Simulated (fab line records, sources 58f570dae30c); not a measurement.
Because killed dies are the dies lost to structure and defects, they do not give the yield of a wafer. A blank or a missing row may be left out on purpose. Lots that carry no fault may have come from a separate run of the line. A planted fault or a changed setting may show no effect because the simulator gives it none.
Chamber matching | flow berkeley-cmos170 | 4 sister chambers for UCB170_GATE_ETCH_15 on rie-si-01
The step etches poly-Si in HBr/Cl2, stops on SiO2, time 56.3 s, target depth 278.2 nm. 7 wafers are shown with their chamber, then 10 later ones without.

EACH WAFER AND ITS CHAMBER
wafer  | chamber | throttle-valve-pct (%) | drypump-motor-current-A (A)
L100.5 | 2       | 26.56                  | 5.8
L102.4 | 1       | 26.74                  | 6.1
L110.2 | 2       | 26.58                  | 5.8
L110.3 | 3       | 26.47                  | 5.2
L110.6 | 3       | 26.47                  | 5.2
L112.2 | 1       | 26.75                  | 6.0
L112.3 | 0       | 26.77                  | 5.7

WAFERS WHOSE CHAMBER IS MISSING
wafer  | throttle-valve-pct (%) | drypump-motor-current-A (A)
L112.4 | 26.56                  | 5.8
L113.1 | 26.76                  | 5.6
L113.2 | 26.48                  | 5.2
L113.3 | 26.73                  | 6.0
L118.2 | 26.75                  | 5.6
L118.3 | 26.45                  | 5.2
L118.4 | 26.57                  | 5.8
L116.1 | 26.48                  | 5.2
L116.4 | 26.57                  | 5.8
L116.6 | 26.76                  | 6.1

EACH ONE'S CHAMBER
wafer  | from the rows above | in truth
L112.4 | 2                   | 2
L113.1 | 0                   | 0
L113.2 | 3                   | 3
L113.3 | 1                   | 1
L118.2 | 0                   | 0
L118.3 | 3                   | 3
L118.4 | 2                   | 2
L116.1 | 3                   | 3
L116.4 | 2                   | 2
L116.6 | 1                   | 1
10 of 10 placed correctly. Not placeable from these rows: 0. 0 placed wrongly.
How it was worked out, from the rows above alone: a wafer's distance from a chamber is the root of the sum, over the readings, of the square of ((its reading less the chamber's mean) divided by the reading's scatter). The wafer belongs to the nearest chamber; if the next one is less than 2 further off, it can't be placed. A chamber's mean is the mean of its shown wafers. How the scatter is found: for the shown wafers, subtract from each reading the mean of its chamber, square and add these, divide the total by (wafers less chambers), then take the root.
